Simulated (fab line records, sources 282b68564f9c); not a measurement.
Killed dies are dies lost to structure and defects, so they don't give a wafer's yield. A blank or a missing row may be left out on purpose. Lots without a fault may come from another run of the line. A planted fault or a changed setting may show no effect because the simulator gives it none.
Split-lot experiment | flow rit_cmos | 5 lots, 23 wafers read, on a route of 202 steps

THE SPLIT
At RIT_SDANNEAL_RTA_03 (time 5 s), the setting time_s was moved away from the recipe's 5 s on 8 of the 23 wafers read, by -3.8% to +14.0%. The other wafers ran this setting at the recipe's value.

The file shows no step between the split and the reading.

THE READING
PSD_RS, in ohm/sq, at RIT_SDANNEAL_RS_MEAS_04 (measures by four-point-probe). Fault-free wafers of this fab line usually give 116.72 ohm/sq, standard deviation 0.27 ohm/sq.

wafer  | tool, chamber at the split | time_s as run, s | against the recipe | PSD_RS, ohm/sq | against lot-mates on the recipe
L074.2 | rtp_anneal-02, 0           | 5                | recipe             | 116.90         | -
L074.3 | rtp_anneal-02, 0           | 5                | recipe             | 116.84         | -
L074.4 | rtp_anneal-02, 0           | 5.702            | +14.0%             | 115.15         | -1.72
L074.5 | rtp_anneal-02, 0           | 5.702            | +14.0%             | 115.23         | -1.64
L074.6 | rtp_anneal-02, 0           | 5.702            | +14.0%             | 115.23         | -1.64
L075.2 | rtp_anneal-01, 0           | 5                | recipe             | 116.39         | -
L075.3 | rtp_anneal-01, 0           | 4.808            | -3.8%              | 117.10         | +0.51
L075.4 | rtp_anneal-01, 0           | 4.808            | -3.8%              | 116.92         | +0.33
L075.5 | rtp_anneal-01, 0           | 5                | recipe             | 116.78         | -
L075.6 | rtp_anneal-01, 0           | 4.808            | -3.8%              | 116.70         | +0.11
L076.1 | rtp_anneal-02, 0           | 5                | recipe             | 117.22         | -
L076.3 | rtp_anneal-02, 0           | 5.365            | +7.3%              | 115.53         | -1.63
L076.4 | rtp_anneal-02, 0           | 5.365            | +7.3%              | 115.71         | -1.45
L076.5 | rtp_anneal-02, 0           | 5                | recipe             | 117.19         | -
L076.6 | rtp_anneal-02, 0           | 5                | recipe             | 117.07         | -
L077.1 | rtp_anneal-01, 0           | 5                | recipe             | 116.67         | -
L077.2 | rtp_anneal-01, 0           | 5                | recipe             | 116.77         | -
L077.3 | rtp_anneal-01, 0           | 5                | recipe             | 116.90         | -
L077.4 | rtp_anneal-01, 0           | 5                | recipe             | 116.87         | -
L077.5 | rtp_anneal-01, 0           | 5                | recipe             | 116.90         | -
L082.3 | rtp_anneal-02, 0           | 5                | recipe             | 116.41         | -
L082.4 | rtp_anneal-02, 0           | 5                | recipe             | 117.00         | -
L082.5 | rtp_anneal-02, 0           | 5                | recipe             | 116.43         | -

THE FIT
A straight line over all 23 wafers: PSD_RS changes by -0.112 ohm/sq for each +1% of time_s; r = -0.92; the points scatter about the line by 0.27 ohm/sq.
The same after taking each lot's own level away (the mean of its wafers on the recipe; 23 wafers): -0.126 ohm/sq for each +1%; r = -0.94; scatter 0.24 ohm/sq.
On that fit, the largest move of time_s shifts the reading by 1.8 ohm/sq.
The lots' own levels span 116.585 to 117.160 ohm/sq, that is 2.1 times the standard deviation above.
So the lot-to-lot level changes the slope: the two fits differ.
Check: with one of the wafers moved furthest among these (+14.0%) left out of the fit, the line predicts -1.87 ohm/sq for it against its lot-mates. It came out at -1.72 ohm/sq against them.

OTHER SPLITS ON THESE WAFERS
These wafers also went through other splits before the reading. Each is held against what the fit with the lots' levels taken away leaves over:
other split on the same wafers     | wafers away from the commonest value | r with PSD_RS (lot level and that fit taken away)
RIT_GATE_DEVELOP_15 develop_time_s | 5                                    | -0.17
RIT_PLDD_SOFTBAKE_02 temp_c        | 8                                    | +0.07
RIT_NSD_IMPLANT_08 dose_cm2        | 7                                    | +0.30

THE FILE'S OWN FIT
PSD_RS changes by -0.135 ohm/sq for each +1% of time_s, r = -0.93.
